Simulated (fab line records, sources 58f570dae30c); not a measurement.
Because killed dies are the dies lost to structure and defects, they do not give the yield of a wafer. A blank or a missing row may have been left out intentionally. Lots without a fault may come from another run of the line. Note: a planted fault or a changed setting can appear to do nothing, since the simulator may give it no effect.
Lot-split experiment || flow berkeley-cmos170 || 5 lots, 23 wafers read, on a route of 331 steps

## THE SPLIT
At UCB170_ACTIVE_PEB_11, the setting peb-temp-c was moved away from the recipe's 130 C on 7 of the 23 wafers read, by -1.8% to +1.9%. All remaining wafers had this setting at the recipe value.

## FROM THE SPLIT TO THE READING: what the file shows between them, 4 steps
- UCB170_ACTIVE_DEVELOP_12: develop time 45 s
- UCB170_ACTIVE_CD_MEAS_13: target cd 1200 nm
- UCB170_ACTIVE_ETCH_15: etches Si3N4 in CH3F/Ar/O2, stops on SiO2, target depth 242 nm, time 151 s
- UCB170_ACTIVE_STRIP_16: strips in O2 (also split here: power-w)

## THE READING
cd-nm (nm) at UCB170_ACTIVE_CD_MEAS_90, where the cd target is 1200 nm. Typical for fault-free wafers on this fab line: 1199.9 nm, with standard deviation 1.3 nm.

{"wafer": "L075.1", "tool, chamber at the split": "litho-track-02, 0", "peb-temp-c as run, C": 130, "against the recipe": "recipe", "cd-nm, nm": 1199.1, "against lot-mates on the recipe": "-"}
{"wafer": "L075.2", "tool, chamber at the split": "litho-track-02, 0", "peb-temp-c as run, C": 130, "against the recipe": "recipe", "cd-nm, nm": 1199.3, "against lot-mates on the recipe": "-"}
{"wafer": "L075.4", "tool, chamber at the split": "litho-track-02, 0", "peb-temp-c as run, C": 130, "against the recipe": "recipe", "cd-nm, nm": 1199.5, "against lot-mates on the recipe": "-"}
{"wafer": "L075.5", "tool, chamber at the split": "litho-track-02, 0", "peb-temp-c as run, C": 130, "against the recipe": "recipe", "cd-nm, nm": 1200.0, "against lot-mates on the recipe": "-"}
{"wafer": "L075.6", "tool, chamber at the split": "litho-track-02, 0", "peb-temp-c as run, C": 130, "against the recipe": "recipe", "cd-nm, nm": 1198.8, "against lot-mates on the recipe": "-"}
{"wafer": "L076.1", "tool, chamber at the split": "litho-track-01, 0", "peb-temp-c as run, C": 130, "against the recipe": "recipe", "cd-nm, nm": 1200.9, "against lot-mates on the recipe": "-"}
{"wafer": "L076.2", "tool, chamber at the split": "litho-track-01, 0", "peb-temp-c as run, C": 130, "against the recipe": "recipe", "cd-nm, nm": 1199.3, "against lot-mates on the recipe": "-"}
{"wafer": "L076.3", "tool, chamber at the split": "litho-track-01, 0", "peb-temp-c as run, C": 127.6, "against the recipe": "-1.8%", "cd-nm, nm": 1219.1, "against lot-mates on the recipe": "+19.0"}
{"wafer": "L076.5", "tool, chamber at the split": "litho-track-01, 0", "peb-temp-c as run, C": 127.6, "against the recipe": "-1.8%", "cd-nm, nm": 1218.0, "against lot-mates on the recipe": "+17.9"}
{"wafer": "L076.6", "tool, chamber at the split": "litho-track-01, 0", "peb-temp-c as run, C": 127.6, "against the recipe": "-1.8%", "cd-nm, nm": 1218.5, "against lot-mates on the recipe": "+18.4"}
{"wafer": "L077.1", "tool, chamber at the split": "litho-track-01, 0", "peb-temp-c as run, C": 130, "against the recipe": "recipe", "cd-nm, nm": 1200.5, "against lot-mates on the recipe": "-"}
{"wafer": "L077.3", "tool, chamber at the split": "litho-track-01, 0", "peb-temp-c as run, C": 131.3, "against the recipe": "+1.0%", "cd-nm, nm": 1190.5, "against lot-mates on the recipe": -9.5}
{"wafer": "L077.4", "tool, chamber at the split": "litho-track-01, 0", "peb-temp-c as run, C": 131.3, "against the recipe": "+1.0%", "cd-nm, nm": 1189.6, "against lot-mates on the recipe": -10.4}
{"wafer": "L077.5", "tool, chamber at the split": "litho-track-01, 0", "peb-temp-c as run, C": 130, "against the recipe": "recipe", "cd-nm, nm": 1199.7, "against lot-mates on the recipe": "-"}
{"wafer": "L077.6", "tool, chamber at the split": "litho-track-01, 0", "peb-temp-c as run, C": 130, "against the recipe": "recipe", "cd-nm, nm": 1199.9, "against lot-mates on the recipe": "-"}
{"wafer": "L078.1", "tool, chamber at the split": "litho-track-02, 0", "peb-temp-c as run, C": 130, "against the recipe": "recipe", "cd-nm, nm": 1202.5, "against lot-mates on the recipe": "-"}
{"wafer": "L078.2", "tool, chamber at the split": "litho-track-02, 0", "peb-temp-c as run, C": 130, "against the recipe": "recipe", "cd-nm, nm": 1202.6, "against lot-mates on the recipe": "-"}
{"wafer": "L078.6", "tool, chamber at the split": "litho-track-02, 0", "peb-temp-c as run, C": 130, "against the recipe": "recipe", "cd-nm, nm": 1201.5, "against lot-mates on the recipe": "-"}
{"wafer": "L079.1", "tool, chamber at the split": "litho-track-03, 0", "peb-temp-c as run, C": 130, "against the recipe": "recipe", "cd-nm, nm": 1199.4, "against lot-mates on the recipe": "-"}
{"wafer": "L079.3", "tool, chamber at the split": "litho-track-03, 0", "peb-temp-c as run, C": 130, "against the recipe": "recipe", "cd-nm, nm": 1198.1, "against lot-mates on the recipe": "-"}
{"wafer": "L079.4", "tool, chamber at the split": "litho-track-03, 0", "peb-temp-c as run, C": 132.5, "against the recipe": "+1.9%", "cd-nm, nm": 1184.4, "against lot-mates on the recipe": -14.4}
{"wafer": "L079.5", "tool, chamber at the split": "litho-track-03, 0", "peb-temp-c as run, C": 130, "against the recipe": "recipe", "cd-nm, nm": 1198.9, "against lot-mates on the recipe": "-"}
{"wafer": "L079.6", "tool, chamber at the split": "litho-track-03, 0", "peb-temp-c as run, C": 132.5, "against the recipe": "+1.9%", "cd-nm, nm": 1183.3, "against lot-mates on the recipe": -15.5}

THE FIT
A straight line over all 23 wafers: cd-nm changes by -9.42 nm for each +1% of peb-temp-c; r = -0.99; the points scatter about the line by 1.3 nm.
The same after taking each lot's own level away (the mean of its wafers on the recipe; 23 wafers): -9.16 nm for each +1%; r = -0.99; scatter 1.1 nm.
Per that fit: largest peb-temp-c move, reading shift of 18 nm.
The lots' own levels span 1198.80 to 1202.20 nm, that is 2.6 times the standard deviation above.
The two slopes are in agreement: the lot-to-lot level therefore moves the slope only a little.
Check: -18.1 nm against its lot-mates is what the line predicts for one of the wafers moved furthest among these (+1.9%) when that wafer is left out of the fit. Against them it came out at -14.4 nm.

## OTHER SPLITS APPLIED TO THESE WAFERS
These wafers also went through other splits before the reading. Each is held against what the fit with the lots' levels taken away leaves over:
{"other split on the same wafers": "UCB170_NWELL_COAT_07 spin-rpm", "wafers away from the commonest value": 6, "r with cd-nm (lot level and that fit taken away)": "+0.00"}
{"other split on the same wafers": "UCB170_ACTIVE_STRIP_16 power-w", "wafers away from the commonest value": 8, "r with cd-nm (lot level and that fit taken away)": "+0.27"}

## THE WHOLE CHAIN: every reading that the file lists as answering this split, in the file's order
{"step": "UCB170_ACTIVE_CD_MEAS_13", "what it does": "target cd 1200 nm", "reading": "cd-nm", "change (the file's fit)": "-8.96 nm for each +1% of the setting", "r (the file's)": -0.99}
{"step": "UCB170_ACTIVE_ETCH_15", "what it does": "etches Si3N4 in CH3F/Ar/O2, stops on SiO2, target depth 242 nm, time 151 s", "reading": "ACTIVE.cd-nm (the simulator's own value, which no gauge read)", "change (the file's fit)": "-9.03 nm for each +1% of the setting", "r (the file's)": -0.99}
{"step": "UCB170_ACTIVE_CD_MEAS_90", "what it does": "target cd 1200 nm", "reading": "cd-nm", "change (the file's fit)": "-8.99 nm for each +1% of the setting", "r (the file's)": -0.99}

## THE FILE'S OWN FIT
cd-nm changes by -8.99 nm for each +1% of peb-temp-c, r = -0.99.
